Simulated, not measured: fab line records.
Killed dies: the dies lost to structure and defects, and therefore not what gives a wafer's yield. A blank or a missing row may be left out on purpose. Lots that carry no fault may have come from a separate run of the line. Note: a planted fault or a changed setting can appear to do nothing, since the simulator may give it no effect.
Comparing a struck lot with a sound one :: flow berkeleyCmos170 :: 23 out of 331 route steps
Sound: wafers L650.1, L650.4, L650.5. Struck: wafers L652.2, L652.4, L652.6. The cause is named last.
For every step that has rows: the tool of each side, followed by ch and its chambers, followed by its first start. Under that, the readings that differ: sound wafers :: struck wafers :: difference of the means :: sigmas: that difference in standard deviations of wafers without a fault.
alike: words and numbers the same on both sides, and readings whose means are apart by under 2 such deviations; not compared: readings that were withheld, readings missing a value for some wafer, numbers with overlapping values and no deviation given by the record, and bounds like >300 which may hide the same value.
The two part at a step that has a row with sigmas, a row that says differs or no value, or rows on one side only. Non-overlapping numbers with no deviation appear without sigmas and do not part them. Lack of a reading on every wafer of one side parts them only where that side has two or more wafers.

first, 6 steps without rows for these wafers: UCB170_ZERO_HMDS_00 (prime time 60 s); UCB170_ZERO_COAT_01 (resist thk 900 nm); UCB170_ZERO_SOFTBAKE_02 (time 60 s); UCB170_ZERO_EXPOSE_03 (exposes mask PM MARKS, target cd 4000 nm); UCB170_ZERO_PEB_04; UCB170_ZERO_DEVELOP_05 (develop time 45 s).
UCB170_ZERO_ETCH_06: etches SiO2 in CHF3/CF4/Ar, time 12 s.
  sound on rieDiel-01 ch 0,1,3, day 2 23:16; struck on rieDiel-02 ch 2,3, day 3 05:04
  alike: drypumpMotorCurrentA, mfcArSccm, oesProductAu, throttleValvePct
  not compared: rfHoursCounterH
UCB170_ZERO_STRIP_07: strips in O2.
  sound on plasmaAsher-01 ch 0,1, day 2 23:17; struck on plasmaAsher-03 ch 0,1, day 3 05:05
reading: o2FlowSccm (sccm)
sound: 398.7 400.6 399.6
struck: 402.5 402.2 402.3
difference: +2.7
sigmas: +2
  alike: drypumpMotorCurrentA, oesProductAu, stripTimeToEndpointS
  not compared: rfHoursCounterH
then, 2 steps without rows for these wafers: UCB170_NWELL_WET_ETCH_00 (etches SiO2 in dHF, time 200 s); UCB170_NWELL_OXIDATION_01 (target thk 26.4 nm, ox time 1260 s).
UCB170_NWELL_THK_MEAS_02:
  sound on filmMetro-02 at day 3 04:46; struck on filmMetro-04 at day 3 10:37
reading: NWELL_OXIDE_THK (nm)
sound: 26.9 26.8 26.7
struck: 25.5 25.5 25.8
difference: -1.2
sigmas: -2
then, 1 step without rows for these wafers: UCB170_NWELL_ANNEAL_03 (time 900 s).
UCB170_NWELL_CVD_04: deposits Si3N4 from SiH2Cl2/NH3, target thk 224 nm, time 3360 s.
  sound on lpcvd-01 ch 1, day 3 08:00; struck on lpcvd-02 ch 1, day 3 15:21
reading: sih2cl2FlowSccm (sccm)
sound: 24.94 24.92 24.95
struck: 29.97 29.96 30.05
difference: +5.06
sigmas: +74

reading: zonePowerLoadPct (%)
sound: 21.6 21.7 21.8
struck: 19.8 20.0 19.6
difference: -1.9
sigmas: -2

reading: model.Si3N4_of_NWELL_CVD_04.thkNm (nm)
sound: 227 227 226.8
struck: 238.1 236.9 237.8
difference: +10.7
sigmas: 
UCB170_NWELL_THK_MEAS_05:
  sound on filmMetro-02 at day 3 09:56; struck on filmMetro-02 at day 3 17:18
reading: NWELL_NITRIDE_THK (nm)
sound: 226.9 227.0 226.6
struck: 238.0 236.9 237.8
difference: +10.7
sigmas: +6
then, 6 steps without rows for these wafers: UCB170_NWELL_HMDS_06 (prime time 60 s); UCB170_NWELL_COAT_07 (resist thk 900 nm); UCB170_NWELL_SOFTBAKE_08 (time 60 s); UCB170_NWELL_EXPOSE_09 (exposes mask NWELL, target cd 3000 nm); UCB170_NWELL_PEB_10; UCB170_NWELL_DEVELOP_11 (develop time 45 s).
UCB170_NWELL_OVL_MEAS_12:
  sound on overlay-02 at day 3 12:07; struck on overlay-02 at day 3 18:49
  alike: NWELL_OVL
UCB170_NWELL_ETCH_13: etches Si3N4 in CH3F/Ar/O2, stops on SiO2, target depth 246.4 nm, time 154 s.
  sound on rieDiel-03 ch 0,1,2, day 3 12:10; struck on rieDiel-04 ch 0,3, day 3 18:51
reading: oesProductAu (a.u.)
sound: 0.958 0.966 0.962
struck: 0.983 0.992 0.988
difference: +0.026
sigmas: +2

reading: model.etch.depthNm (nm)
sound: 227 227 226.8
struck: 238.1 236.9 237.8
difference: +10.7
sigmas: 
  alike: drypumpMotorCurrentA, mfcArSccm, throttleValvePct
  not compared: rfHoursCounterH
after that, 1 step had no rows for these wafers: UCB170_NWELL_IMPLANT_14.

== WHERE THEY PART ==
At UCB170_ZERO_STRIP_07 first; at UCB170_NWELL_ETCH_13 last (within this record only).

WHY: what the simulator had put in
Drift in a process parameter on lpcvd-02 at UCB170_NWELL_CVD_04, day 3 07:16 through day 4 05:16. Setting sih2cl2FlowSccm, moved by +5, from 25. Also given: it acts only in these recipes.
